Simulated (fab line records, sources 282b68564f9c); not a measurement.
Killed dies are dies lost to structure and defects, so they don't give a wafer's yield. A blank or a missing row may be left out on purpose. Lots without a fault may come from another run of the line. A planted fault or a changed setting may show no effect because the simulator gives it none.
A struck lot beside a sound one | flow rit_cmos | 16 steps out of a route of 202
Sound: wafers L414.1, L414.2, L414.6. Struck: wafers L417.2, L417.5, L417.6. The cause comes at the end.
At each step with rows: each side's tool, then ch and its chambers, then its first start. Under that, the readings that differ: sound wafers | struck wafers | difference of the means | sigmas: that difference in standard deviations of wafers without a fault.
alike: readings whose means differ by less than 2 such deviations, and words and numbers that are the same on both sides. not compared: withheld readings, readings that some wafer has no value for, bounds like >300 that may hide the same value, and numbers for which the record gives no deviation and whose values overlap.
The two part at a step that has a row with sigmas, a row that says differs or no value, or rows on one side only. Numbers that don't overlap but have no deviation are shown without sigmas and don't part them. A reading that every wafer of one side lacks parts them only if that side has two wafers or more.

first, 1 step without rows for these wafers: RIT_PRETRO_DEVELOP_05 (develop time 65.41 s).
RIT_PRETRO_OVL_MEAS_06:
  sound on overlay-01, day 3 15:15; struck on overlay-02, day 4 07:01
  alike: PRETRO_OVL
then, 2 steps without rows for these wafers: RIT_PRETRO_HARDBAKE_07 (time 120 s); RIT_PRETRO_IMPLANT_08.
RIT_PRETRO_STRIP_09: strips in O2, time 180 s.
  sound on plasma_asher-04 ch 0,1, day 3 15:41; struck on plasma_asher-01 ch 0,1, day 4 07:27
  alike: drypump_motor_current_A, rf_refl_power_W
  not compared: rf_hours_counter_h
RIT_PRETRO_TW_MEAS_10:
  sound on film_metro-02, day 3 15:52; struck on film_metro-01, day 4 07:38
  alike: PRETRO_TW
then, 5 steps without rows for these wafers: RIT_GATE_WET_ETCH_00 (etches SiO2 in BOE, target depth 56 nm, time 60 s); RIT_GATE_CLEAN_01 (cleans in SC1, time 600 s); RIT_GATE_CLEAN_02 (cleans in dHF, time 30 s); RIT_GATE_CLEAN_03 (cleans in SC2, time 600 s); RIT_GATE_CLEAN_04 (cleans in dHF, time 60 s).
RIT_FOX2_THK_MEAS_91:
  sound on film_metro-03, day 3 16:20; struck on film_metro-01, day 4 08:07
  alike: FIELD_OXIDE_LEFT_2_THK
RIT_GATE_OXIDATION_05: target thk 3 nm, ox time 270 s.
  sound on furnace-01 ch 0, day 3 16:24; struck on furnace-03 ch 0, day 4 10:51
  reading                                     | sound             | struck            | difference | sigmas
  spike_tc_centre_C (C)                       | 900.7 902.6 901.0 | 919.8 919.1 917.5 | +17.4      | +13
  spike_tc_load_C (C)                         | 926.5 928.5 928.0 | 942.9 943.3 942.1 | +15.1      | +12
  spike_tc_source_C (C)                       | 923.9 924.3 923.7 | 937.2 940.4 939.0 | +14.9      | +12
  tube_center_temp_C (C)                      | 899.96 900 900.04 | 914.96 915 914.97 | +14.98     | +99 or more
  tube_center_temp_C_max                      | 902.1 902.6 902.2 | 916.9 917.5 916.7 | +14.7      | +42
  model.SiO2_of_GATE_OXIDATION_05.thk_nm (nm) | 3.095 3.095 3.133 | 3.645 3.602 3.599 | +0.508     |
then, 1 step without rows for these wafers: RIT_GATE_ANNEAL_06 (time 600 s).
RIT_GATE_THK_MEAS_07:
  sound on film_metro-01, day 3 19:32; struck on film_metro-04, day 4 17:23
  reading             | sound          | struck         | difference | sigmas
  GATE_OXIDE_THK (nm) | 3.07 3.12 3.10 | 3.62 3.60 3.66 | +0.53      | +8
  not compared: hold
RIT_M1_PROBE_99:
  the record has rows for the sound wafers here (prober-02, day 4 18:46) and none for the struck ones

WHERE THEY PART
First at RIT_GATE_OXIDATION_05; last, within this record, at RIT_M1_PROBE_99.

WHY: what the simulator had put in
Process parameter drift: furnace-03, from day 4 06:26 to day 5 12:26, at RIT_GATE_OXIDATION_05. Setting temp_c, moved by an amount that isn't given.
